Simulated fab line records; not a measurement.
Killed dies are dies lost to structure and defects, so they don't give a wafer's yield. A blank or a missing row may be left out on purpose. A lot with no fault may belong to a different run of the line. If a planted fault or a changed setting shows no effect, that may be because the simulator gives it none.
Problem report in the 8D (eight disciplines) form, filled by code :: flow berkeley cmos170 :: the parts of the form that need people (team, actions taken, sign-off) are left out

== 1. THE PROBLEM ==
Mean NWELL_OVL at UCB170_NWELL_OVL_MEAS_12: 680 nm over 12 wafers in 4 lots; fault-free wafers: -1 nm, standard deviation 5.4. That is +99 or more standard deviations from the usual mean.
First seen on wafer L280.3, day 3 21:13, on overlay-01. Wafers with a number at this step in the record: 42, from 14 lots. Rule for "out" (also "out of limits"): further than 4 standard deviations from the usual mean. Any other wafer with a number is counted as sound.

== 2. WHAT IT IS, AND WHAT IT ISN'T ==
question: which readings at this step
is: NWELL_OVL
is not: -

question: which lots
is: L280, L281, L282, L284
is not: L273, L274, L275, L283, L287, L289, L291, L292, L293, L294

question: which wafers of those lots
is: all that have a number
is not: -

question: read on which gauges
is: overlay-01, overlay-02
is not: -

question: when
is: from day 3 21:13
is not: up to then (9 sound wafers); but 21 sound wafers of L283, L287, L289, L291, L292, L293, L294 came after

== 3. WHAT RULES OUT EACH SUSPECT ==
Counting: a tool at a process step up to the reading stays a suspect if it ran every lot that is out and no sound lot after the first of them.
- the gauge at UCB170_NWELL_OVL_MEAS_12: ruled out. Those wafers that are out were read across 2 gauges (overlay-01, overlay-02).
- krf scanner-02 at UCB170_NWELL_EXPOSE_09 (exposes mask NWELL, target cd 3000 nm): kept. All lots that are out passed through it, beginning with L280 at day 3 20:47, and no sound lot followed; its final sound lot before that point was L275 at day 2 09:47.
The count leaves krf scanner-02 at UCB170_NWELL_EXPOSE_09.

== 4. THE CAUSE (what the simulator had put in) ==
Scanner matching overlay: krf scanner-02, from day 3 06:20 on, at UCB170_NWELL_EXPOSE_09. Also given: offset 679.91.
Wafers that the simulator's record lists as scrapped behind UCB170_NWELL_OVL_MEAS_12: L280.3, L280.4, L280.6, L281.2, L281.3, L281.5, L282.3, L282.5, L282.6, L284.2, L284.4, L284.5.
The count eliminated every tool but this one.

== 5. SEQUENCE OF EFFECTS, ordered by route ==
Each row: a reading whose mean over the struck wafers that have a number lies more than 3 standard deviations from the usual. Readings are gone through only where the record gives a usual standard deviation; hours: the median, over the lots, of the time from a lot's start at the first step in this table giving one to that lot's start at this step; sigmas: the change measured in usual standard deviations.
hours: 0
step: UCB170_NWELL_OVL_MEAS_12
reading: NWELL_OVL
usual: -1 nm
on struck wafers: 680
change: +681
sigmas: +99 or more

== 6. WHAT WOULD HAVE CAUGHT IT SOONER ==
Counted from the fault's start at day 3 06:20, it took 15 hours until the first out-of-limits reading at a measuring or inspecting step in this record, taken at day 3 21:13.
Lots out: 4; of these, L281, L282, L284 started UCB170_NWELL_EXPOSE_09 on krf scanner-02 after day 3 21:13. A hold on the tool at that time would have spared those 3.
